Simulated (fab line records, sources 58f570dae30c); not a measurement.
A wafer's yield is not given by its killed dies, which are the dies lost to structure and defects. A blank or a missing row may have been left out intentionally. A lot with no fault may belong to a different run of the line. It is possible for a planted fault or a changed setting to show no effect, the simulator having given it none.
Which tool was responsible? | flow berkeley_cmos170 | 14 lots with 42 wafers sampled at 6 steps, on a route of 331 steps

== WHAT EACH GAUGE READ, for each wafer ==
UCB170_NSD_OVL_MEAS_07. Usual: NSD_OVL typically reads 0 nm, with standard deviation 6.
lot  | measured     | on         | NSD_OVL (nm) | flag
L104 | day 8 07:58  | overlay-02 | -7 -8 -7     |
L105 | day 8 08:31  | overlay-02 | 3 -4 -1      |
L108 | day 8 08:58  | overlay-01 | 13 6 12      |
L106 | day 8 09:18  | overlay-02 | 6 10 4       |
L109 | day 9 19:44  | overlay-02 | -6 -7 -12    |
L111 | day 9 20:05  | overlay-01 | 7 1 4        |
L112 | day 9 20:20  | overlay-02 | -6 -3 -3     |
L110 | day 9 20:34  | overlay-01 | 2 -3 -8      |
L116 | day 10 06:03 | overlay-02 | 2 11 0       |
L118 | day 12 00:40 | overlay-01 | -2 -5 -4     |
L122 | day 12 01:07 | overlay-02 | -10 -5 -10   |
L121 | day 12 01:26 | overlay-01 | 0 5 11       |
L123 | day 12 08:26 | overlay-02 | 5 10 1       |
L126 | day 12 08:44 | overlay-02 | 6 0 -2       |

UCB170_SILICIDE_RS_MEAS_02: measures by four-point-probe. Usual: SILICIDE_TI_RS typically reads 26.1 ohm/sq, with standard deviation 0.4.
lot  | measured     | on            | SILICIDE_TI_RS (ohm/sq) | flag
L104 | day 8 11:03  | film_metro-01 | 25.6 25.5 25.5          |
L105 | day 8 12:14  | film_metro-04 | 26.1 25.8 25.9          |
L108 | day 8 12:26  | film_metro-04 | 25.8 26.1 26.2          |
L106 | day 8 12:46  | film_metro-01 | 26.3 26.6 26.5          |
L109 | day 9 22:52  | film_metro-01 | 26.6 26.7 27.0          |
L111 | day 9 22:42  | film_metro-04 | 26.7 26.5 26.4          |
L112 | day 9 23:13  | film_metro-04 | 25.8 25.4 25.6          |
L110 | day 9 22:52  | film_metro-02 | 25.5 25.5 25.6          |
L116 | day 10 08:30 | film_metro-02 | 26.0 26.0 26.0          |
L118 | day 12 02:47 | film_metro-04 | 26.4 26.1 26.4          |
L122 | day 12 03:06 | film_metro-01 | 26.7 26.3 26.1          |
L121 | day 12 03:39 | film_metro-04 | 26.1 26.5 26.0          |
L123 | day 12 10:33 | film_metro-04 | 26.1 25.9 25.8          |
L126 | day 12 10:58 | film_metro-01 | 26.9 26.6 26.9          |

UCB170_M1_RS_MEAS_01: measures by four-point-probe. Usual: M1_AL_RS typically reads 0.0483 ohm/sq, with standard deviation 0.00057.
lot  | measured     | on            | M1_AL_RS (ohm/sq)    | flag
L104 | day 8 18:33  | film_metro-02 | 0.0485 0.0490 0.0487 |
L105 | day 8 18:44  | film_metro-01 | 0.0484 0.0479 0.0479 |
L108 | day 8 18:58  | film_metro-02 | 0.0493 0.0491 0.0491 |
L106 | day 8 19:55  | film_metro-01 | 0.0487 0.0484 0.0482 |
L109 | day 10 04:08 | film_metro-03 | 0.0483 0.0488 0.0485 |
L111 | day 10 04:38 | film_metro-01 | 0.0478 0.0481 0.0473 |
L112 | day 10 05:05 | film_metro-03 | 0.0241 0.0242 0.0241 | OFF
L110 | day 10 05:27 | film_metro-03 | 0.0489 0.0488 0.0486 |
L116 | day 10 13:30 | film_metro-03 | 0.0482 0.0484 0.0480 |
L118 | day 12 09:14 | film_metro-01 | 0.0479 0.0482 0.0478 |
L122 | day 12 12:42 | film_metro-01 | 0.0482 0.0486 0.0485 |
L121 | day 12 13:23 | film_metro-01 | 0.0241 0.0240 0.0243 | OFF
L123 | day 12 18:55 | film_metro-01 | 0.0481 0.0484 0.0480 |
L126 | day 12 19:53 | film_metro-03 | 0.0474 0.0473 0.0476 |

UCB170_M1_THK_MEAS_02: measures by xrf. Usual: M1_AL_THK typically reads 594 nm, with standard deviation 7.4.
lot  | measured     | on            | M1_AL_THK (nm) | flag
L104 | day 8 18:40  | film_metro-02 | 589 581 586    |
L105 | day 8 18:51  | film_metro-01 | 587 596 595    |
L108 | day 8 19:04  | film_metro-02 | 579 584 585    |
L106 | day 8 20:01  | film_metro-01 | 584 589 592    |
L109 | day 10 04:14 | film_metro-03 | 601 594 601    |
L111 | day 10 04:46 | film_metro-01 | 598 589 602    |
L112 | day 10 05:11 | film_metro-03 | 1188 1188 1191 | OFF
L110 | day 10 05:34 | film_metro-03 | 595 596 595    |
L116 | day 10 13:37 | film_metro-03 | 600 596 608    |
L118 | day 12 09:20 | film_metro-01 | 597 596 600    |
L122 | day 12 12:49 | film_metro-01 | 595 589 593    |
L121 | day 12 13:31 | film_metro-01 | 1176 1181 1167 | OFF
L123 | day 12 19:02 | film_metro-01 | 598 593 592    |
L126 | day 12 19:59 | film_metro-03 | 611 614 609    |

== EACH LOT AND THE TOOL THAT RAN IT (in order: tool; ch and the chambers of the sampled wafers; start) ==
lot  | UCB170_NSD_STRIP_09                  | UCB170_M1_SPUTTER_00
L104 | plasma_asher-01 ch 0,1, day 8 08:09  | pvd_sputter-03, day 8 18:29
L105 | plasma_asher-02 ch 0,1, day 8 08:45  | pvd_sputter-01, day 8 18:40
L108 | plasma_asher-03 ch 0, day 8 09:09    | pvd_sputter-03, day 8 18:52
L106 | plasma_asher-02 ch 0,1, day 8 09:32  | pvd_sputter-03, day 8 19:49
L109 | plasma_asher-01 ch 0,1, day 9 19:57  | pvd_sputter-01, day 10 04:02
L111 | plasma_asher-02 ch 0,1, day 9 20:16  | pvd_sputter-02, day 10 04:35
L112 | plasma_asher-03 ch 0,1, day 9 20:32  | pvd_sputter-03, day 10 04:45
L110 | plasma_asher-01 ch 0,1, day 9 20:45  | pvd_sputter-01, day 10 05:23
L116 | plasma_asher-01 ch 0,1, day 10 06:14 | pvd_sputter-02, day 10 13:26
L118 | plasma_asher-02 ch 0,1, day 12 00:51 | pvd_sputter-01, day 12 09:08
L122 | plasma_asher-02 ch 0,1, day 12 01:18 | pvd_sputter-01, day 12 12:38
L121 | plasma_asher-02 ch 0,1, day 12 01:37 | pvd_sputter-01, day 12 13:05
L123 | plasma_asher-03 ch 0,1, day 12 08:37 | pvd_sputter-03, day 12 18:50
L126 | plasma_asher-01 ch 0,1, day 12 08:55 | pvd_sputter-03, day 12 19:46
- UCB170_NSD_STRIP_09: strips in O2.
- UCB170_M1_SPUTTER_00: material Al, target thk 600 nm, time 80 s.

== WHAT THE TOOLS THEMSELVES READ (means of the sampled wafers that have a number; where no wafer has one, the mark that the record gives instead) ==
UCB170_NSD_STRIP_09. Usual: drypump_motor_current_A 5.85 A, standard deviation 0.23; oes_product_au 0.534 a.u., standard deviation 0.0048; strip_time_to_endpoint_s 35.86 s, standard deviation 0.071.
lot  | tool            | drypump_motor_current_A (A) | oes_product_au (a.u.) | strip_time_to_endpoint_s (s) | flag
L104 | plasma_asher-01 | 5.90                        | 0.533                 | 35.93                        |
L105 | plasma_asher-02 | 5.79                        | 0.536                 | 35.82                        |
L108 | plasma_asher-03 | 5.94                        | 0.537                 | 35.80                        |
L106 | plasma_asher-02 | 5.90                        | 0.535                 | 35.75                        |
L109 | plasma_asher-01 | 6.01                        | 0.532                 | 35.95                        |
L111 | plasma_asher-02 | 5.91                        | 0.538                 | 35.82                        |
L112 | plasma_asher-03 | 5.59                        | 0.534                 | 35.87                        |
L110 | plasma_asher-01 | 6.02                        | 0.528                 | 35.94                        |
L116 | plasma_asher-01 | 5.90                        | 0.538                 | 35.85                        |
L118 | plasma_asher-02 | 5.78                        | 0.532                 | 35.73                        |
L122 | plasma_asher-02 | 5.77                        | 0.531                 | 35.89                        |
L121 | plasma_asher-02 | 5.93                        | 0.535                 | 35.90                        |
L123 | plasma_asher-03 | 5.58                        | 0.536                 | 35.71                        |
L126 | plasma_asher-01 | 5.89                        | 0.539                 | 35.94                        |

UCB170_M1_SPUTTER_00. Usual: throttle_valve_pct 30.1 %, standard deviation 1.3.
lot  | tool           | throttle_valve_pct (%) | flag
L104 | pvd_sputter-03 | 30.4                   |
L105 | pvd_sputter-01 | 29.6                   |
L108 | pvd_sputter-03 | 30.5                   |
L106 | pvd_sputter-03 | 29.9                   |
L109 | pvd_sputter-01 | 29.5                   |
L111 | pvd_sputter-02 | 30.6                   |
L112 | pvd_sputter-03 | 28.8                   |
L110 | pvd_sputter-01 | 29.6                   |
L116 | pvd_sputter-02 | 30.3                   |
L118 | pvd_sputter-01 | 29.5                   |
L122 | pvd_sputter-01 | 29.6                   |
L121 | pvd_sputter-01 | 30.7                   |
L123 | pvd_sputter-03 | 31.2                   |
L126 | pvd_sputter-03 | 30.8                   |

== THE ANSWER, worked out from the rows above alone ==
Rule: take the mean of a lot's wafers that have a number; if it is more than 3 standard deviations from the usual mean, the lot is off. A lot without any number at a reading at which 4 lots or more have one is off too. Any other lot the step has rows for is counted as sound. After the gauges, taken in route order, come the tools' own readings; for these a lot's mean is taken, as printed above. The first step at which some lot is off is used, and at that step the reading that is off furthest; a lot without a number counts as furthest.
Off: L112, L121, seen at UCB170_M1_RS_MEAS_01 (M1_AL_RS).
A tool fits if, at a process step before that reading, it ran every lot that is off, and no sound lot after the first of them. Gauges at UCB170_M1_RS_MEAS_01: tried the same way as those tools. No candidate that was tried fits.

== WHAT THE SIMULATOR HAD INSERTED ==
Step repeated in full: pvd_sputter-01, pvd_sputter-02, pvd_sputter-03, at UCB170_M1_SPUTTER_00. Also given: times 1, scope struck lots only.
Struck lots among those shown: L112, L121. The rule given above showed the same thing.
